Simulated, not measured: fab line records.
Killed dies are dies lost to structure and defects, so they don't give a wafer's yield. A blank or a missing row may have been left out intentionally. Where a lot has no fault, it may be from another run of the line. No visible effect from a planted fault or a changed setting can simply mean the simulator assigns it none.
A lot that was struck, set against a sound lot | flow ritCmos | 14 steps out of a route of 202
Sound: wafers L533.3, L533.5, L533.6. The struck wafers were L529.1, L529.4, L529.5. The cause comes at the end.
Order at every step that has rows: each side's tool, ch and its chambers, its first start. Under that, the readings that differ: sound wafers | struck wafers | difference of the means | sigmas: that difference in standard deviations of wafers without a fault.
alike: readings whose means differ by less than 2 such deviations, and words and numbers that are the same on both sides. not compared: withheld readings, readings that some wafer has no value for, bounds like >300 that may hide the same value, and numbers for which the record gives no deviation and whose values overlap.
The two part at a step that has a row with sigmas, a row that says differs or no value, or rows on one side only. Numbers that don't overlap but have no deviation are shown without sigmas and don't part them. A reading that every wafer of one side lacks parts them only if that side has two wafers or more.

RIT_PLDD_STRIP_09: strips in O2, time 180 s.
  sound on plasmaAsher-03 ch 0,1, day 6 18:25; struck on plasmaAsher-03 ch 0,1, day 6 03:17
  alike: chamberPressureMTorr, drypumpMotorCurrentA
  not compared: rfHoursCounterH
RIT_PLDD_TW_MEAS_10:
  sound on filmMetro-01 at day 6 18:33; struck on filmMetro-01 at day 6 03:28
  alike: PLDD_TW
then, 4 steps without rows for these wafers: RIT_SPACER_CLEAN_00 (cleans in SC1, time 600 s); RIT_SPACER_CLEAN_01 (cleans in dHF, time 30 s); RIT_SPACER_CLEAN_02 (cleans in SC2, time 600 s); RIT_SPACER_CVD_03 (deposits Si3N4 from SiH2Cl2/NH3, target thk 250 nm, time 3300 s).
RIT_SPACER_THK_MEAS_04:
  sound on filmMetro-03 at day 6 20:53; struck on filmMetro-04 at day 6 05:48
  alike: SPACER_NITRIDE_THK
RIT_SPACER_ETCHBACK_05: etches Si3N4 in SF6/CHF3, stops on SiO2, target depth 250 nm, time 240 s.
  sound on rieDiel-02 ch 0,1,2, day 6 20:56; struck on rieDiel-01 ch 0,3, day 6 05:52
  alike: chamberPressureMTorr, drypumpMotorCurrentA, oesProductAu, throttleValvePct
  not compared: rfHoursCounterH
then, 4 steps without rows for these wafers: RIT_NSD_HMDS_00 (prime time 60 s); RIT_NSD_COAT_01 (resist thk 1000 nm); RIT_NSD_SOFTBAKE_02 (time 60 s); RIT_NSD_EXPOSE_03 (exposes mask M9, target cd 40700 nm).
RIT_NSD_PEB_04:
  sound on lithoTrack-03 ch 0, day 6 21:50; struck on lithoTrack-03, day 6 06:38
reading        | sound          | struck | difference                    | sigmas
exhaustPa (Pa) | 45.5 45.6 45.3 | - - -  | no value on the struck wafers | 
  not compared: chillPlateTempC
then, 1 step without rows for these wafers: RIT_NSD_DEVELOP_05 (develop time 50 s).

## WHERE THEY PART
Only at RIT_NSD_PEB_04, within this record.

WHY: whatever the simulator had introduced
Beginning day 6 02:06, the whole step at RIT_NSD_PEB_04 was skipped on lithoTrack-03. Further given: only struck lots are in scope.
